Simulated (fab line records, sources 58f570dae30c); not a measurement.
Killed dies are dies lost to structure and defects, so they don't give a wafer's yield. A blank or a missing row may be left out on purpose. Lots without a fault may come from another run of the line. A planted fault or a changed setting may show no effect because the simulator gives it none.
Which tool did it? | flow berkeley_cmos170 | 16 lots, 48 wafers sampled, at 5 steps of a route of 331

WHAT THE GAUGES READ, wafer by wafer
UCB170_GATE_OVL_MEAS_13.
lot  | measured     | on         | GATE_OVL (nm)
L440 | day 6 19:43  | overlay-01 | 0 1 0
L442 | day 7 03:55  | overlay-01 | 4 -1 6
L444 | day 7 13:55  | overlay-01 | -3 0 -7
L443 | day 7 14:06  | overlay-02 | -2 1 6
L445 | day 7 19:53  | overlay-02 | -2 3 -1
L447 | day 7 19:36  | overlay-01 | -11 -4 -6
L448 | day 7 20:36  | overlay-01 | -3 0 -7
L446 | day 7 20:53  | overlay-02 | -4 -1 -6
L450 | day 8 09:22  | overlay-02 | 12 8 8
L449 | day 8 09:30  | overlay-01 | 1 -10 2
L453 | day 9 08:09  | overlay-01 | -3 2 -10
L456 | day 9 08:49  | overlay-02 | -7 0 0
L454 | day 9 09:05  | overlay-02 | 0 4 -3
L457 | day 10 04:17 | overlay-01 | 3 -2 -10
L460 | day 10 04:38 | overlay-01 | 7 1 -2
L458 | day 10 04:52 | overlay-02 | -6 -2 -6

UCB170_PLDD_OVL_MEAS_07.
lot  | measured     | on         | PLDD_OVL (nm)
L440 | day 6 21:19  | overlay-01 | 2 13 -4
L442 | day 7 08:30  | overlay-01 | -2 -3 -4
L444 | day 7 15:59  | overlay-01 | -7 2 -3
L443 | day 7 16:32  | overlay-01 | -1 -2 -3
L445 | day 7 22:14  | overlay-02 | 4 6 8
L447 | day 7 21:58  | overlay-02 | -1 5 7
L448 | day 7 22:34  | overlay-01 | -6 3 -2
L446 | day 7 22:53  | overlay-02 | -6 1 -6
L450 | day 8 12:08  | overlay-01 | 1 -1 -1
L449 | day 8 12:22  | overlay-01 | 7 3 4
L453 | day 9 11:26  | overlay-01 | -5 4 1
L456 | day 9 11:51  | overlay-01 | 89 94 94
L454 | day 9 12:04  | overlay-01 | 93 100 93
L457 | day 10 05:47 | overlay-01 | 106 98 97
L460 | day 10 06:22 | overlay-01 | 101 96 100
L458 | day 10 06:36 | overlay-02 | -4 -1 -2

UCB170_NLDD_OVL_MEAS_07.
lot  | measured     | on         | NLDD_OVL (nm)
L440 | day 6 23:09  | overlay-01 | 5 2 -3
L442 | day 7 11:08  | overlay-01 | -8 1 -7
L444 | day 7 18:16  | overlay-01 | 4 -4 6
L443 | day 7 18:50  | overlay-01 | -8 -6 -7
L445 | day 8 02:33  | overlay-02 | -11 -16 -13
L447 | day 8 01:51  | overlay-02 | -10 -8 2
L448 | day 8 02:08  | overlay-02 | -7 -3 -13
L446 | day 8 02:24  | overlay-02 | -6 1 0
L450 | day 8 14:27  | overlay-02 | 9 -7 -2
L449 | day 8 14:33  | overlay-01 | 2 -8 2
L453 | day 9 13:45  | overlay-01 | 1 5 0
L456 | day 9 13:58  | overlay-01 | 1 0 -4
L454 | day 9 14:29  | overlay-02 | 2 5 -9
L457 | day 10 08:04 | overlay-01 | -2 -11 -13
L460 | day 10 08:33 | overlay-02 | 4 -4 2
L458 | day 10 08:37 | overlay-01 | -15 -7 -4

WHICH TOOL RAN EACH LOT (tool, then ch and the chambers of the sampled wafers, then the start)
lot  | UCB170_NVT_STRIP_08                 | UCB170_PLDD_EXPOSE_03
L440 | plasma_asher-01 ch 0,1, day 6 12:11 | krf_scanner-02 ch 0, day 6 20:48
L442 | plasma_asher-04 ch 0,1, day 6 15:17 | krf_scanner-01 ch 0, day 7 07:22
L444 | plasma_asher-01 ch 0,1, day 7 01:29 | krf_scanner-01 ch 0, day 7 15:01
L443 | plasma_asher-04 ch 1, day 7 01:38   | krf_scanner-02 ch 0, day 7 15:33
L445 | plasma_asher-01 ch 0,1, day 7 05:26 | krf_scanner-02 ch 0, day 7 21:32
L447 | plasma_asher-04 ch 0,1, day 7 05:34 | krf_scanner-02 ch 0, day 7 21:12
L448 | plasma_asher-03 ch 0,1, day 7 05:48 | krf_scanner-01 ch 0, day 7 22:04
L446 | plasma_asher-01 ch 0,1, day 7 06:02 | krf_scanner-02 ch 0, day 7 22:23
L450 | plasma_asher-03 ch 0,1, day 7 17:32 | krf_scanner-02 ch 0, day 8 10:56
L449 | plasma_asher-04 ch 0,1, day 7 17:54 | krf_scanner-02 ch 0, day 8 11:01
L453 | plasma_asher-03 ch 0,1, day 8 17:34 | krf_scanner-02 ch 0, day 9 09:47
L456 | plasma_asher-01 ch 0,1, day 8 17:35 | krf_scanner-01 ch 0, day 9 10:34
L454 | plasma_asher-03 ch 0,1, day 8 17:53 | krf_scanner-01 ch 0, day 9 11:12
L457 | plasma_asher-04 ch 0,1, day 9 11:41 | krf_scanner-01 ch 0, day 10 05:17
L460 | plasma_asher-03 ch 0,1, day 9 16:25 | krf_scanner-01 ch 0, day 10 05:52
L458 | plasma_asher-04 ch 0,1, day 9 16:31 | krf_scanner-02 ch 0, day 10 06:07
- UCB170_NVT_STRIP_08: strips in O2.
- UCB170_PLDD_EXPOSE_03: exposes mask PSELECT, target cd 1200 nm.

WHAT THE TOOLS THEMSELVES READ (means of the sampled wafers that have a number; where no wafer has one, the mark that the record gives instead)
UCB170_NVT_STRIP_08.
lot  | tool            | drypump_motor_current_A (A) | oes_product_au (a.u.) | strip_time_to_endpoint_s (s)
L440 | plasma_asher-01 | 5.6                         | 0.739                 | 21.61
L442 | plasma_asher-04 | 6.0                         | 0.734                 | 21.70
L444 | plasma_asher-01 | 5.8                         | 0.731                 | 21.58
L443 | plasma_asher-04 | 5.8                         | 0.732                 | 21.57
L445 | plasma_asher-01 | 5.8                         | 0.736                 | 21.64
L447 | plasma_asher-04 | 6.0                         | 0.732                 | 21.63
L448 | plasma_asher-03 | 5.2                         | 0.733                 | 21.64
L446 | plasma_asher-01 | 5.8                         | 0.734                 | 21.59
L450 | plasma_asher-03 | 5.2                         | 0.735                 | 21.52
L449 | plasma_asher-04 | 5.9                         | 0.735                 | 21.54
L453 | plasma_asher-03 | 5.2                         | 0.735                 | 21.65
L456 | plasma_asher-01 | 5.6                         | 0.739                 | 21.61
L454 | plasma_asher-03 | 5.2                         | 0.740                 | 21.65
L457 | plasma_asher-04 | 6.0                         | 0.735                 | 21.69
L460 | plasma_asher-03 | 5.2                         | 0.734                 | 21.58
L458 | plasma_asher-04 | 6.0                         | 0.737                 | 21.54

THE ANSWER, worked out from the rows above alone
Rule: what is usual is taken from the lots themselves. Put in order of their means at a reading, lots are off if they are a third of the lots or fewer, leave a main group of 4 or more, and stand apart from it by a gap of 3 or more times the standard deviation of the main group's means; of several such gaps the widest counts. A main group whose means are all the same, to the digits that the tables above print for the reading, isn't used. A lot without any number at a reading at which 4 lots or more have one is off too. The other lots that the step has rows for count as sound. The gauges are gone through in route order, then the tools' own readings, and for those a lot's mean is taken as printed above. The first step at which some lot is off is used, and at that step the reading that is off furthest; a lot without a number counts as furthest.
Off: L456, L454, L457, L460, at UCB170_PLDD_OVL_MEAS_07 (PLDD_OVL). The main group: mean 0 nm, standard deviation 3.2.
A tool fits if, at a process step before that reading, it ran every lot that is off, and no sound lot after the first of them. The gauges at UCB170_PLDD_OVL_MEAS_07 are tried like those tools. Can't be told from this: 2 tools fit, krf_scanner-01 at UCB170_PLDD_EXPOSE_03, overlay-01 at UCB170_PLDD_OVL_MEAS_07.

WHAT THE SIMULATOR HAD PUT IN
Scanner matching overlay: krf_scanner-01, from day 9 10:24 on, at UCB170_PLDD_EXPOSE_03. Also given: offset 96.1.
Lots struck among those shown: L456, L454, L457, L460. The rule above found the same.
